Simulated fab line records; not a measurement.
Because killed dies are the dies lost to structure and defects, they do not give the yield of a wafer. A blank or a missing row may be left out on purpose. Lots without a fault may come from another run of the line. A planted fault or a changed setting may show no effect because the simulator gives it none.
fab line records ; flow ritCmos ; part 1 of 2: steps 1 to 33 of 44
[record] lots = 5; wafers = 15; lastDay = 7
route steps=202 shown PLDD@121 SPACER@125 NSD@131 PSD@142 SDANNEAL@153 NLDD@160 SILICIDE@161
lots that met no fault: from a run of the same line without faults
startH: the number of hours between the record's first day and the start of the first shown wafer of the lot ; waitH: hours since the lot's step before ; " same as the row above ; L1.1+2: several wafers, shown together as one row ; - no value, or no start given ; * or withheld: withheld ; < > ~ a bound
route shown NAME@n: NAME is a module with steps in the file, n the number in the route of the first one ; usual: mean and standard deviation over wafers with no fault ; same: alike in all rows ; chamber/n: place in a boat ; sites: each site's reading ; _std_site: standard deviation of those values ; _edge_site: mean of outer sites minus mean of inner sites ; radiusMm: how far each site lies from the wafer's centre ; mask NAME#n: copy n ; behind: the most recent tool/chamber to have shaped the wafer ; hold: the reason the lot was held/the length of the hold in hours/how it ended ; device: the transistor (n, p or np) that didn't switch ; end of line: tests run on the same wafers once the route is complete ; where a step has no rows: the recipe by itself ; killed: at the first sort, the dies lost to defects and structure; wafer yield is something else ; map: per-die view of a wafer (x killed, . not killed, _ where there is no die)
set.NAME: the setting as run; set.NAME@STEP: as run at that earlier step ; model.NAME: the simulator's own value behind a step, which no gauge read
certain route steps with their lots: each step a table, each wafer a row
services: a tool's chamber out of use, with start hour (startH, from the record's first day; less than 0 if before it), hours out, and reason
[[steps]]
[step RIT_PLDD_HARDBAKE_07]
[recipe] resist = NOVOLAK; tempC = 140; timeS = 60
[usual] plateTempC = 139.99/0.11
lot.wafer;tool;chamber;startH;waitH;plateTempC
L083.2;lithoTrack-03;0;87.80;0.0;140.07
L083.3;lithoTrack-03;0;87.80;0.0;140.03
L083.6;lithoTrack-03;0;87.80;0.0;140.22
L086.3;lithoTrack-03;0;106.55;0.1;140.10
L086.4;lithoTrack-03;0;106.55;0.1;140.10
L086.5;lithoTrack-03;0;106.55;0.1;140.10
L088.3;lithoTrack-01;0;115.03;0.1;139.83
L088.4;lithoTrack-01;0;115.03;0.1;140.03
L088.5;lithoTrack-01;0;115.03;0.1;140.29
L092.1;lithoTrack-03;0;135.21;0.0;140.04
L092.4;lithoTrack-03;0;135.21;0.0;139.78
L092.5;lithoTrack-03;0;135.21;0.0;139.76
L095.1;lithoTrack-03;0;149.31;0.0;140.05
L095.3;lithoTrack-03;0;149.31;0.0;139.99
L095.6;lithoTrack-03;0;149.31;0.0;140.04
[step RIT_PLDD_IMPLANT_08]
[recipe] species = BF2; energyKev = 20; doseCm2 = 9e+14; tiltDeg = 7
lot.wafer;tool;chamber;startH;waitH
L083.2+3+6;implanter-04;0;87.95;0.1
L086.3+4+5;implanter-04;0;106.70;0.1
L088.3+4+5;implanter-04;0;115.18;0.1
L092.1+4+5;implanter-04;0;135.36;0.1
L095.1+3+6;implanter-04;0;149.46;0.1
[step RIT_PLDD_STRIP_09]
[recipe] chemistry = O2; timeS = 180; resist = NOVOLAK; platenTempC = withheld; powerW = 500; pressureMtorr = 4000; o2FlowSccm = 4000
[usual] drypumpMotorCurrentA = 5.9/0.57
lot.wafer;tool;chamber;startH;waitH;drypumpMotorCurrentA;rfHoursCounterH
L083.2;plasmaAsher-01;0;88.08;0.1;6.6;45
L083.3;plasmaAsher-01;1;88.08;0.1;5.1;-
L083.6;plasmaAsher-01;0;88.08;0.1;6.6;-
L086.3;plasmaAsher-04;0;106.86;0.1;6.0;-
L086.4;plasmaAsher-04;1;106.86;0.1;5.4;-
L086.5;plasmaAsher-04;1;106.86;0.1;5.4;-
L088.3;plasmaAsher-03;1;115.34;0.1;5.6;-
L088.4;plasmaAsher-03;0;115.34;0.1;6.4;-
L088.5;plasmaAsher-03;1;115.34;0.1;5.6;-
L092.1;plasmaAsher-01;1;135.51;0.1;5.1;50
L092.4;plasmaAsher-01;1;135.51;0.1;5.1;-
L092.5;plasmaAsher-01;1;135.51;0.1;5.1;-
L095.1;plasmaAsher-04;1;149.61;0.1;5.5;3
L095.3;plasmaAsher-04;0;149.61;0.1;6.1;-
L095.6;plasmaAsher-04;1;149.61;0.1;5.5;-
[step RIT_PLDD_TW_MEAS_10]
[usual] PLDD_TW = 2349/15
lot.wafer;tool;chamber;startH;waitH;PLDD_TW
L083.2;filmMetro-01;-;88.26;0.1;2342
L083.3;filmMetro-01;-;88.26;0.1;2341
L083.6;filmMetro-01;-;88.26;0.1;2355
L086.3;filmMetro-04;-;106.99;0.1;2371
L086.4;filmMetro-04;-;106.99;0.1;2369
L086.5;filmMetro-04;-;106.99;0.1;2375
L088.3;filmMetro-04;-;115.48;0.1;2363
L088.4;filmMetro-04;-;115.48;0.1;2367
L088.5;filmMetro-04;-;115.48;0.1;2361
L092.1;filmMetro-01;-;135.68;0.1;2331
L092.4;filmMetro-01;-;135.68;0.1;2330
L092.5;filmMetro-01;-;135.68;0.1;2339
L095.1;filmMetro-04;-;149.79;0.1;2365
L095.3;filmMetro-04;-;149.79;0.1;2372
L095.6;filmMetro-04;-;149.79;0.1;2360
[step RIT_SPACER_CLEAN_00]
[recipe] chemistry = SC1; mix = 3:3:50; timeS = 600; tempC = 75
lot.wafer;tool;chamber;startH;waitH
L083.2+3+6;wetBench-01;0;88.31;0.0
L086.3+4+5;wetBench-03;0;107.03;0.0
L088.3+4+5;wetBench-02;3;115.52;0.0
L092.1+4+5;wetBench-03;0;135.74;0.1
L095.1+3+6;wetBench-01;1;149.85;0.1
[step RIT_SPACER_CLEAN_01]
[recipe] chemistry = dHF; dilution = 50:1; timeS = 30
lot.wafer;tool;chamber;startH;waitH
L083.2+3+6;wetBench-03;0;88.66;0.0
L086.3+4+5;wetBench-02;3;107.21;0.0
L088.3+4+5;wetBench-03;2;115.69;0.0
L092.1+4+5;wetBench-02;3;135.93;0.0
L095.1+3+6;wetBench-02;0;150.20;0.0
[step RIT_SPACER_CLEAN_02]
[recipe] chemistry = SC2; mix = 3:3:50; timeS = 600; tempC = 75; dry = n2Spin
lot.wafer;tool;chamber;startH;waitH
L083.2+3+6;wetBench-02;3;88.68;0.0
L086.3+4+5;wetBench-01;0;107.23;0.0
L088.3+4+5;wetBench-02;2;115.71;0.0
L092.1+4+5;wetBench-03;3;135.95;0.0
L095.1+3+6;wetBench-03;0;150.21;0.0
[step RIT_SPACER_CVD_03]
[recipe] material = Si3N4; targetThkNm = 250; tempC = 810; precursor = SiH2Cl2/NH3; timeS = 3300; pressureMtorr = 300; sih2cl2FlowSccm = 60; nh3FlowSccm = 150
lot.wafer;tool;chamber;startH;waitH
L083.2+3+6;lpcvd-01;0;89.03;0.0
L086.3+4+5;lpcvd-02;1;107.71;0.1
L088.3+4+5;lpcvd-02;1;115.88;0.0
L092.1+4+5;lpcvd-02;0;136.14;0.0
L095.1+3+6;lpcvd-01;1;150.48;0.1
[step RIT_SPACER_THK_MEAS_04]
[recipe] reads = Si3N4_of_SPACER_CVD_03
[usual] SPACER_NITRIDE_THK = 249.5/2.2
lot.wafer;tool;chamber;startH;waitH;SPACER_NITRIDE_THK[nm]
L083.2;filmMetro-04;-;90.96;0.0;243.1
L083.3;filmMetro-04;-;90.96;0.0;244.8
L083.6;filmMetro-04;-;90.96;0.0;245.1
L086.3;filmMetro-02;-;109.64;0.0;250.0
L086.4;filmMetro-02;-;109.64;0.0;248.5
L086.5;filmMetro-02;-;109.64;0.0;248.8
L088.3;filmMetro-04;-;117.82;0.0;247.0
L088.4;filmMetro-04;-;117.82;0.0;247.5
L088.5;filmMetro-04;-;117.82;0.0;246.3
L092.1;filmMetro-03;-;138.06;0.0;250.7
L092.4;filmMetro-03;-;138.06;0.0;249.4
L092.5;filmMetro-03;-;138.06;0.0;249.4
L095.1;filmMetro-03;-;152.39;0.0;250.4
L095.3;filmMetro-03;-;152.39;0.0;252.6
L095.6;filmMetro-03;-;152.39;0.0;251.6
[step RIT_SPACER_ETCHBACK_05]
[recipe] targetDepthA = 2500; SF6_flow_sccm = 30; CHF3_flow_sccm = 30; target = Si3N4; chemistry = SF6/CHF3; pressureMtorr = 40; rfW = 250; timeS = 240; stopOn = SiO2
[usual] drypumpMotorCurrentA = 5.5/0.52; oesProductAu = 0.838/0.013; throttleValvePct = 10.20/0.16
lot.wafer;tool;chamber;startH;waitH;drypumpMotorCurrentA;oesProductAu;rfHoursCounterH;throttleValvePct
L083.2;rieDiel-02;3;91.01;0.0;6.7;0.830;136;10.34
L083.3;rieDiel-02;2;91.01;0.0;5.3;0.814;8;9.96
L083.6;rieDiel-02;1;91.01;0.0;5.3;0.810;-;10.10
L086.3;rieDiel-04;2;109.68;0.0;5.4;0.844;61;10.17
L086.4;rieDiel-04;1;109.68;0.0;5.3;0.838;144;10.15
L086.5;rieDiel-04;0;109.68;0.0;5.0;0.851;-;10.16
L088.3;rieDiel-02;0;117.86;0.0;5.3;0.831;102;10.45
L088.4;rieDiel-02;1;117.86;0.0;5.3;0.820;1;10.11
L088.5;rieDiel-02;2;117.86;0.0;5.3;0.817;-;9.95
L092.1;rieDiel-02;1;138.12;0.1;5.3;0.825;1;10.11
L092.4;rieDiel-02;0;138.12;0.1;5.3;0.829;102;10.46
L092.5;rieDiel-02;3;138.12;0.1;6.7;0.849;-;10.36
L095.1;rieDiel-01;3;152.45;0.1;4.8;0.844;143;10.25
L095.3;rieDiel-01;1;152.45;0.1;5.1;0.847;95;10.22
L095.6;rieDiel-01;0;152.45;0.1;5.9;0.855;-;10.19
[step RIT_NSD_HMDS_00]
[recipe] primeTimeS = 60; primeTempC = 140
[same] primeTimeS = 60
lot.wafer;tool;chamber;startH;waitH
L083.2+3+6;lithoTrack-03;0;91.18;0.1
L086.3+4+5;lithoTrack-01;0;109.88;0.1
L088.3+4+5;lithoTrack-01;0;118.12;0.2
L092.1+4+5;lithoTrack-03;0;138.27;0.1
L095.1+3+6;lithoTrack-04;0;152.60;0.1
[step RIT_NSD_COAT_01]
[recipe] resist = NOVOLAK; spinRpm = 3250; resistThkNm = 1000
lot.wafer;tool;chamber;startH;waitH
L083.2+3+6;lithoTrack-03;0;91.33;0.1
L086.3+4+5;lithoTrack-01;0;110.03;0.1
L088.3+4+5;lithoTrack-01;0;118.27;0.1
L092.1+4+5;lithoTrack-03;0;138.42;0.1
L095.1+3+6;lithoTrack-04;0;152.75;0.1
[step RIT_NSD_SOFTBAKE_02]
[recipe] resist = NOVOLAK; tempC = 90; timeS = 60
[usual] plateTempC = 90.01/0.12
lot.wafer;tool;chamber;startH;waitH;plateTempC
L083.2;lithoTrack-03;0;91.48;0.1;89.92
L083.3;lithoTrack-03;0;91.48;0.1;90.06
L083.6;lithoTrack-03;0;91.48;0.1;90.24
L086.3;lithoTrack-01;0;110.18;0.1;89.95
L086.4;lithoTrack-01;0;110.18;0.1;89.93
L086.5;lithoTrack-01;0;110.18;0.1;90.02
L088.3;lithoTrack-01;0;118.42;0.1;89.86
L088.4;lithoTrack-01;0;118.42;0.1;90.06
L088.5;lithoTrack-01;0;118.42;0.1;89.95
L092.1;lithoTrack-03;0;138.57;0.1;89.97
L092.4;lithoTrack-03;0;138.57;0.1;90.16
L092.5;lithoTrack-03;0;138.57;0.1;90.09
L095.1;lithoTrack-04;0;152.90;0.1;89.96
L095.3;lithoTrack-04;0;152.90;0.1;89.90
L095.6;lithoTrack-04;0;152.90;0.1;89.94
[step RIT_NSD_EXPOSE_03]
[recipe] maskId = M9; na = 0.57; targetCdNm = 40700; doseMj = 250
[usual] focusOffsetNm = -0.1/0.49
lot.wafer;tool;chamber;startH;waitH;mask;focusOffsetNm
L083.2;ilineStepper-02;0;91.75;0.2;M9#0;0.6
L083.3;ilineStepper-02;0;91.75;0.2;M9#0;0.1
L083.6;ilineStepper-02;0;91.75;0.2;M9#0;0.6
L086.3;ilineStepper-02;0;110.32;0.1;M9#0;-0.6
L086.4;ilineStepper-02;0;110.32;0.1;M9#0;-0.3
L086.5;ilineStepper-02;0;110.32;0.1;M9#0;-0.1
L088.3;ilineStepper-02;0;118.68;0.2;M9#0;-0.7
L088.4;ilineStepper-02;0;118.68;0.2;M9#0;-0.7
L088.5;ilineStepper-02;0;118.68;0.2;M9#0;-0.7
L092.1;ilineStepper-02;0;138.72;0.1;M9#0;-0.3
L092.4;ilineStepper-02;0;138.72;0.1;M9#0;0.3
L092.5;ilineStepper-02;0;138.72;0.1;M9#0;-1.2
L095.1;ilineStepper-01;0;153.05;0.1;M9#0;0.0
L095.3;ilineStepper-01;0;153.05;0.1;M9#0;-0.3
L095.6;ilineStepper-01;0;153.05;0.1;M9#0;0.0
[step RIT_NSD_PEB_04]
[recipe] resist = NOVOLAK; tempC = withheld; timeS = withheld
lot.wafer;tool;chamber;startH;waitH
L083.2+3+6;lithoTrack-04;0;91.87;0.1
L086.3+4+5;lithoTrack-03;0;110.45;0.1
L088.3+4+5;lithoTrack-04;0;118.81;0.1
L092.1+4+5;lithoTrack-03;0;138.83;0.1
L095.1+3+6;lithoTrack-04;0;153.17;0.1
[step RIT_NSD_DEVELOP_05]
[recipe] resist = NOVOLAK; developTimeS = 50; devTempC = 23
lot.wafer;tool;chamber;startH;waitH
L083.2+3+6;lithoTrack-04;0;-;-
L086.3+4+5;lithoTrack-03;0;-;-
L088.3+4+5;lithoTrack-04;0;-;-
L092.1+4+5;lithoTrack-03;0;-;-
L095.1+3+6;lithoTrack-04;0;-;-
[step RIT_NSD_OVL_MEAS_06]
[usual] NSD_OVL = 0.1/1.4
lot.wafer;tool;chamber;startH;waitH;NSD_OVL[nm]
L083.2;overlay-02;-;92.14;-;4.5
L083.3;overlay-02;-;92.14;-;2.3
L083.6;overlay-02;-;92.14;-;0.9
L086.3;overlay-01;-;110.69;-;-0.8
L086.4;overlay-01;-;110.69;-;-2.2
L086.5;overlay-01;-;110.69;-;-0.8
L088.3;overlay-01;-;119.06;-;1.9
L088.4;overlay-01;-;119.06;-;3.5
L088.5;overlay-01;-;119.06;-;0.7
L092.1;overlay-01;-;139.12;-;0.4
L092.4;overlay-01;-;139.12;-;0.3
L092.5;overlay-01;-;139.12;-;-0.3
L095.1;overlay-01;-;153.45;-;-0.1
L095.3;overlay-01;-;153.45;-;-0.6
L095.6;overlay-01;-;153.45;-;-0.8
[step RIT_NSD_HARDBAKE_07]
[recipe] resist = NOVOLAK; tempC = 140; timeS = 60
[usual] plateTempC = 139.99/0.15
lot.wafer;tool;chamber;startH;waitH;plateTempC
L083.2;lithoTrack-04;0;92.19;0.0;139.96
L083.3;lithoTrack-04;0;92.19;0.0;140.06
L083.6;lithoTrack-04;0;92.19;0.0;140.20
L086.3;lithoTrack-04;0;110.77;0.1;140.06
L086.4;lithoTrack-04;0;110.77;0.1;140.26
L086.5;lithoTrack-04;0;110.77;0.1;140.04
L088.3;lithoTrack-01;0;119.13;0.1;140.21
L088.4;lithoTrack-01;0;119.13;0.1;140.08
L088.5;lithoTrack-01;0;119.13;0.1;139.98
L092.1;lithoTrack-01;0;139.15;0.0;140.15
L092.4;lithoTrack-01;0;139.15;0.0;139.94
L092.5;lithoTrack-01;0;139.15;0.0;140.03
L095.1;lithoTrack-03;0;153.49;0.0;139.86
L095.3;lithoTrack-03;0;153.49;0.0;139.60
L095.6;lithoTrack-03;0;153.49;0.0;139.74
[step RIT_NSD_IMPLANT_08]
[recipe] species = P; energyKev = 25; doseCm2 = 1e+15; tiltDeg = 7
lot.wafer;tool;chamber;startH;waitH
L083.2+3+6;implanter-01;0;92.34;0.1
L086.3+4+5;implanter-01;0;110.92;0.1
L088.3+4+5;implanter-01;0;119.28;0.1
L092.1+4+5;implanter-01;0;139.30;0.1
L095.1+3+6;implanter-01;0;153.64;0.1
[step RIT_NSD_STRIP_09]
[recipe] chemistry = O2; timeS = 180; resist = NOVOLAK; platenTempC = withheld; powerW = 500; pressureMtorr = 4000; o2FlowSccm = 4000
[usual] drypumpMotorCurrentA = 6.0/0.53
lot.wafer;tool;chamber;startH;waitH;drypumpMotorCurrentA;rfHoursCounterH
L083.2;plasmaAsher-01;0;92.47;0.1;6.6;46
L083.3;plasmaAsher-01;0;92.47;0.1;6.6;-
L083.6;plasmaAsher-01;0;92.47;0.1;6.6;-
L086.3;plasmaAsher-03;0;111.08;0.1;6.5;-
L086.4;plasmaAsher-03;1;111.08;0.1;5.6;-
L086.5;plasmaAsher-03;1;111.08;0.1;5.6;-
L088.3;plasmaAsher-02;1;119.44;0.1;6.4;-
L088.4;plasmaAsher-02;0;119.44;0.1;6.1;-
L088.5;plasmaAsher-02;0;119.44;0.1;6.1;-
L092.1;plasmaAsher-03;1;139.45;0.1;5.6;49
L092.4;plasmaAsher-03;1;139.45;0.1;5.6;-
L092.5;plasmaAsher-03;0;139.45;0.1;6.4;-
L095.1;plasmaAsher-03;0;153.79;0.1;6.4;50
L095.3;plasmaAsher-03;1;153.79;0.1;5.6;-
L095.6;plasmaAsher-03;1;153.79;0.1;5.6;-
[step RIT_NSD_TW_MEAS_10]
[usual] NSD_TW = 3124/22
lot.wafer;tool;chamber;startH;waitH;NSD_TW
L083.2;filmMetro-01;-;92.65;0.1;3101
L083.3;filmMetro-01;-;92.65;0.1;3123
L083.6;filmMetro-01;-;92.65;0.1;3127
L086.3;filmMetro-02;-;111.21;0.1;3088
L086.4;filmMetro-02;-;111.21;0.1;3105
L086.5;filmMetro-02;-;111.21;0.1;3083
L088.3;filmMetro-04;-;119.57;0.1;3142
L088.4;filmMetro-04;-;119.57;0.1;3152
L088.5;filmMetro-04;-;119.57;0.1;3152
L092.1;filmMetro-04;-;139.63;0.1;3132
L092.4;filmMetro-04;-;139.63;0.1;3137
L092.5;filmMetro-04;-;139.63;0.1;3142
L095.1;filmMetro-04;-;153.97;0.1;3120
L095.3;filmMetro-04;-;153.97;0.1;3154
L095.6;filmMetro-04;-;153.97;0.1;3135
[step RIT_PSD_HMDS_00]
[recipe] primeTimeS = 60; primeTempC = 140
[same] primeTimeS = 60
lot.wafer;tool;chamber;startH;waitH
L083.2+3+6;lithoTrack-02;0;92.73;0.1
L086.3+4+5;lithoTrack-01;0;111.30;0.1
L088.3+4+5;lithoTrack-04;0;119.66;0.1
L092.1+4+5;lithoTrack-02;0;139.69;0.1
L095.1+3+6;lithoTrack-04;0;154.03;0.1
[step RIT_PSD_COAT_01]
[recipe] resist = NOVOLAK; spinRpm = 3250; resistThkNm = 1000
lot.wafer;tool;chamber;startH;waitH
L083.2+3+6;lithoTrack-02;0;92.88;0.1
L086.3+4+5;lithoTrack-01;0;111.45;0.1
L088.3+4+5;lithoTrack-04;0;119.81;0.1
L092.1+4+5;lithoTrack-02;0;139.84;0.1
L095.1+3+6;lithoTrack-04;0;154.18;0.1
[step RIT_PSD_SOFTBAKE_02]
[recipe] resist = NOVOLAK; tempC = 90; timeS = 60
[usual] plateTempC = 90.00/0.14
lot.wafer;tool;chamber;startH;waitH;plateTempC
L083.2;lithoTrack-02;0;93.03;0.1;90.08
L083.3;lithoTrack-02;0;93.03;0.1;90.13
L083.6;lithoTrack-02;0;93.03;0.1;90.12
L086.3;lithoTrack-01;0;111.60;0.1;90.11
L086.4;lithoTrack-01;0;111.60;0.1;90.32
L086.5;lithoTrack-01;0;111.60;0.1;90.09
L088.3;lithoTrack-04;0;119.96;0.1;89.83
L088.4;lithoTrack-04;0;119.96;0.1;89.92
L088.5;lithoTrack-04;0;119.96;0.1;89.87
L092.1;lithoTrack-02;0;139.99;0.1;89.95
L092.4;lithoTrack-02;0;139.99;0.1;89.92
L092.5;lithoTrack-02;0;139.99;0.1;89.97
L095.1;lithoTrack-04;0;154.33;0.1;90.10
L095.3;lithoTrack-04;0;154.33;0.1;90.10
L095.6;lithoTrack-04;0;154.33;0.1;90.07
[step RIT_PSD_EXPOSE_03]
[recipe] maskId = M10; na = 0.57; targetCdNm = 40900; doseMj = 250
[usual] focusOffsetNm = 0.0/0.47
lot.wafer;tool;chamber;startH;waitH;mask;focusOffsetNm
L083.2;ilineStepper-01;0;93.17;0.1;M10#0;-0.8
L083.3;ilineStepper-01;0;93.17;0.1;M10#0;0.3
L083.6;ilineStepper-01;0;93.17;0.1;M10#0;0.2
L086.3;ilineStepper-01;0;111.87;0.2;M10#0;-0.7
L086.4;ilineStepper-01;0;111.87;0.2;M10#0;0.0
L086.5;ilineStepper-01;0;111.87;0.2;M10#0;-0.5
L088.3;ilineStepper-01;0;120.23;0.2;M10#0;-0.5
L088.4;ilineStepper-01;0;120.23;0.2;M10#0;0.1
L088.5;ilineStepper-01;0;120.23;0.2;M10#0;0.7
L092.1;ilineStepper-01;0;140.14;0.1;M10#0;0.2
L092.4;ilineStepper-01;0;140.14;0.1;M10#0;-0.1
L092.5;ilineStepper-01;0;140.14;0.1;M10#0;0.8
L095.1;ilineStepper-02;0;154.60;0.2;M10#0;0.3
L095.3;ilineStepper-02;0;154.60;0.2;M10#0;-0.3
L095.6;ilineStepper-02;0;154.60;0.2;M10#0;-0.6
[step RIT_PSD_PEB_04]
[recipe] resist = NOVOLAK; tempC = withheld; timeS = withheld
lot.wafer;tool;chamber;startH;waitH
L083.2+3+6;lithoTrack-01;0;93.30;0.1
L086.3+4+5;lithoTrack-04;0;112.00;0.1
L088.3+4+5;lithoTrack-04;0;120.36;0.1
L092.1+4+5;lithoTrack-02;0;140.25;0.1
L095.1+3+6;lithoTrack-04;0;154.72;0.1
[step RIT_PSD_DEVELOP_05]
[recipe] resist = NOVOLAK; developTimeS = 50; devTempC = 23
lot.wafer;tool;chamber;startH;waitH
L083.2+3+6;lithoTrack-01;0;-;-
L086.3+4+5;lithoTrack-04;0;-;-
L088.3+4+5;lithoTrack-04;0;-;-
L092.1+4+5;lithoTrack-02;0;-;-
L095.1+3+6;lithoTrack-04;0;-;-
[step RIT_PSD_OVL_MEAS_06]
[usual] PSD_OVL = 0.3/1.7
lot.wafer;tool;chamber;startH;waitH;PSD_OVL[nm]
L083.2;overlay-02;-;93.56;-;-0.7
L083.3;overlay-02;-;93.56;-;-0.5
L083.6;overlay-02;-;93.56;-;-1.5
L086.3;overlay-02;-;112.24;-;2.9
L086.4;overlay-02;-;112.24;-;2.1
L086.5;overlay-02;-;112.24;-;1.9
L088.3;overlay-01;-;120.60;-;1.4
L088.4;overlay-01;-;120.60;-;0.9
L088.5;overlay-01;-;120.60;-;1.1
L092.1;overlay-02;-;140.54;-;0.5
L092.4;overlay-02;-;140.54;-;1.6
L092.5;overlay-02;-;140.54;-;0.0
L095.1;overlay-02;-;155.00;-;0.6
L095.3;overlay-02;-;155.00;-;1.5
L095.6;overlay-02;-;155.00;-;-0.2
[step RIT_PSD_HARDBAKE_07]
[recipe] resist = NOVOLAK; tempC = 140; timeS = 60
[usual] plateTempC = 139.99/0.15
lot.wafer;tool;chamber;startH;waitH;plateTempC
L083.2;lithoTrack-01;0;93.61;0.0;139.83
L083.3;lithoTrack-01;0;93.61;0.0;140.03
L083.6;lithoTrack-01;0;93.61;0.0;140.02
L086.3;lithoTrack-02;0;112.53;0.3;140.07
L086.4;lithoTrack-02;0;112.53;0.3;139.97
L086.5;lithoTrack-02;0;112.53;0.3;139.94
L088.3;lithoTrack-01;0;120.68;0.1;139.71
L088.4;lithoTrack-01;0;120.68;0.1;139.85
L088.5;lithoTrack-01;0;120.68;0.1;139.98
L092.1;lithoTrack-04;0;140.57;0.0;139.97
L092.4;lithoTrack-04;0;140.57;0.0;140.04
L092.5;lithoTrack-04;0;140.57;0.0;140.07
L095.1;lithoTrack-02;0;155.04;0.0;139.98
L095.3;lithoTrack-02;0;155.04;0.0;140.20
L095.6;lithoTrack-02;0;155.04;0.0;139.86
[step RIT_PSD_IMPLANT_08]
[recipe] species = BF2; energyKev = 27; doseCm2 = 5e+15; tiltDeg = 7
lot.wafer;tool;chamber;startH;waitH
L083.2+3+6;implanter-01;0;93.76;0.1
L086.3+4+5;implanter-04;0;112.68;0.1
L088.3+4+5;implanter-04;0;120.83;0.1
L092.1+4+5;implanter-01;0;140.72;0.1
L095.1+3+6;implanter-04;0;155.19;0.1
[step RIT_PSD_STRIP_09]
[recipe] chemistry = O2; timeS = 180; resist = NOVOLAK; platenTempC = withheld; powerW = 500; pressureMtorr = 4000; o2FlowSccm = 4000
[usual] drypumpMotorCurrentA = 6.0/0.39
lot.wafer;tool;chamber;startH;waitH;drypumpMotorCurrentA;rfHoursCounterH
L083.2;plasmaAsher-03;0;93.89;0.1;6.4;43
L083.3;plasmaAsher-03;1;93.89;0.1;5.6;-
L083.6;plasmaAsher-03;0;93.89;0.1;6.4;-
L086.3;plasmaAsher-02;0;112.84;0.1;6.1;-
L086.4;plasmaAsher-02;1;112.84;0.1;6.4;-
L086.5;plasmaAsher-02;0;112.84;0.1;6.1;-
L088.3;plasmaAsher-04;1;120.98;0.1;5.4;-
L088.4;plasmaAsher-04;0;120.98;0.1;6.0;-
L088.5;plasmaAsher-04;0;120.98;0.1;6.1;-
L092.1;plasmaAsher-03;0;140.87;0.1;6.5;49
L092.4;plasmaAsher-03;0;140.87;0.1;6.5;-
L092.5;plasmaAsher-03;1;140.87;0.1;5.6;-
L095.1;plasmaAsher-04;0;155.34;0.1;6.1;4
L095.3;plasmaAsher-04;1;155.34;0.1;5.4;-
L095.6;plasmaAsher-04;1;155.34;0.1;5.4;-
[step RIT_PSD_TW_MEAS_10]
[usual] PSD_TW = 3435/25
lot.wafer;tool;chamber;startH;waitH;PSD_TW
L083.2;filmMetro-04;-;94.07;0.1;3470
L083.3;filmMetro-04;-;94.07;0.1;3468
L083.6;filmMetro-04;-;94.07;0.1;3444
L086.3;filmMetro-01;-;112.98;0.1;3422
L086.4;filmMetro-01;-;112.98;0.1;3425
L086.5;filmMetro-01;-;112.98;0.1;3428
L088.3;filmMetro-01;-;121.12;0.1;3404
L088.4;filmMetro-01;-;121.12;0.1;3392
L088.5;filmMetro-01;-;121.12;0.1;3415
L092.1;filmMetro-04;-;141.05;0.1;3442
L092.4;filmMetro-04;-;141.05;0.1;3457
L092.5;filmMetro-04;-;141.05;0.1;3447
L095.1;filmMetro-02;-;155.51;0.1;3436
L095.3;filmMetro-02;-;155.51;0.1;3417
L095.6;filmMetro-02;-;155.51;0.1;3433
[step RIT_SDANNEAL_CLEAN_00]
[recipe] chemistry = SC1; mix = 3:3:50; timeS = 600; tempC = 75
lot.wafer;tool;chamber;startH;waitH
L083.2+3+6;wetBench-04;1;94.12;0.0
L086.3+4+5;wetBench-04;2;113.02;0.0
L088.3+4+5;wetBench-03;2;121.16;0.0
L092.1+4+5;wetBench-03;2;141.11;0.1
L095.1+3+6;wetBench-03;2;155.57;0.1
